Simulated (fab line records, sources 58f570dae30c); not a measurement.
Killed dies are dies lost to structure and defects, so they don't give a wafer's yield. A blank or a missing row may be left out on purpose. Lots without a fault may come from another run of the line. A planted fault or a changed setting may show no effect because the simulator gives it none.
One fault seen from 2 desks | flow berkeley_cmos170 | each desk has only its own numbers; what lay behind them comes last

THE TOOL OWNER'S DESK: krf_scanner-02
The tool's own readings at UCB170_ACTIVE_EXPOSE_10 (exposes mask ACTIVE, target cd 1200 nm): means of the sampled wafers that have a number, for each lot that ran on this tool. A lot is out of limits, marked OUT, if its mean lies more than 4 standard deviations from the usual mean; the brackets give that distance.
Columns: A = exposure_dose_mJ_cm2 at UCB170_ACTIVE_EXPOSE_10, usual 19.990; B = focus_offset_nm at UCB170_ACTIVE_EXPOSE_10, usual -0.1 nm; C = stage_vel_mm_s at UCB170_ACTIVE_EXPOSE_10, usual 499.96 mm/s
lot  | first seen here | A                | B    | C
L831 | day 4 16:37     | 19.977           | 0.5  | 499.89
L836 | day 6 01:30     | 19.985           | 0.4  | 499.97
L840 | day 6 05:59     | 20.026           | 0.2  | 499.85
L841 | day 6 08:15     | 20.001           | 0.5  | 500.02
L843 | day 7 04:40     | 19.997           | -0.3 | 499.97
L847 | day 8 00:14     | 21.580 (+76) OUT | -1.0 | 499.82
L846 | day 8 00:30     | 21.568 (+75) OUT | -0.5 | 500.20
L848 | day 8 06:53     | 21.001 (+48) OUT | 0.7  | 500.29
L849 | day 8 20:10     | 20.791 (+38) OUT | -0.3 | 499.91
This desk's finding: out of limits on L846, L847, L848, L849; first on L847, day 8 00:14 (exposure_dose_mJ_cm2 at UCB170_ACTIVE_EXPOSE_10). In limits: L831, L836, L840, L841, L843.

THE METROLOGY DESK
What the gauges read, lot by lot, whatever tool the lot ran on: means of the sampled wafers that have a number. A lot is out of limits, marked OUT, if its mean lies more than 4 standard deviations from the usual mean; the brackets give that distance.
Columns: A = NWELL_NITRIDE_THK at UCB170_NWELL_THK_MEAS_05, usual 223.0 nm; B = cd_nm at UCB170_ACTIVE_CD_MEAS_13, usual 1200.2 nm
lot  | first seen here | A     | B
L828 | day 2 12:05     | 224.1 | 1200.0
L829 | day 2 15:16     | 223.7 | 1199.3
L831 | day 2 20:37     | 219.8 | 1199.8
L834 | day 3 14:49     | 221.2 | 1199.5
L835 | day 3 14:49     | 224.7 | 1199.9
L836 | day 4 01:47     | 223.4 | 1199.7
L838 | day 4 08:32     | 225.6 | 1200.0
L840 | day 4 14:20     | 221.6 | 1199.5
L841 | day 4 18:31     | 220.6 | 1200.0
L843 | day 5 05:29     | 220.0 | 1200.8
L844 | day 5 11:03     | 223.6 | 1200.3
L847 | day 6 01:02     | 221.4 | 1189.5 (-9.7) OUT
L846 | day 6 01:04     | 221.0 | 1185.9 (-13) OUT
L848 | day 6 04:52     | 220.8 | 1191.1 (-8.3) OUT
L849 | day 6 18:56     | 224.3 | 1194.0 (-5.6) OUT
L851 | day 6 22:01     | 221.0 | 1200.0
This desk's finding: out of limits on L846, L847, L848, L849; first on L847, day 8 00:59 (cd_nm at UCB170_ACTIVE_CD_MEAS_13). In limits: L828, L829, L831, L834, L835, L836, L838, L840, L841, L843, L844, L851.

PUT TOGETHER
The tool owner's desk could have raised an alarm at day 8 00:14, on L846, L847, L848, L849.
The metrology desk could have raised an alarm at day 8 00:59, on L846, L847, L848, L849.
Of the lots named, all ran UCB170_ACTIVE_EXPOSE_10 on krf_scanner-02.

WHAT THE SIMULATOR HAD PUT IN
Process parameter drift: krf_scanner-02, from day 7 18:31 on, at UCB170_ACTIVE_EXPOSE_10. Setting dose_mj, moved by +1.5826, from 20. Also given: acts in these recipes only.
Lots struck among those shown: L846, L847, L848, L849.
Hours from the fault's start to each desk's first reading out of limits: the tool owner's desk, 6; the metrology desk, 6.
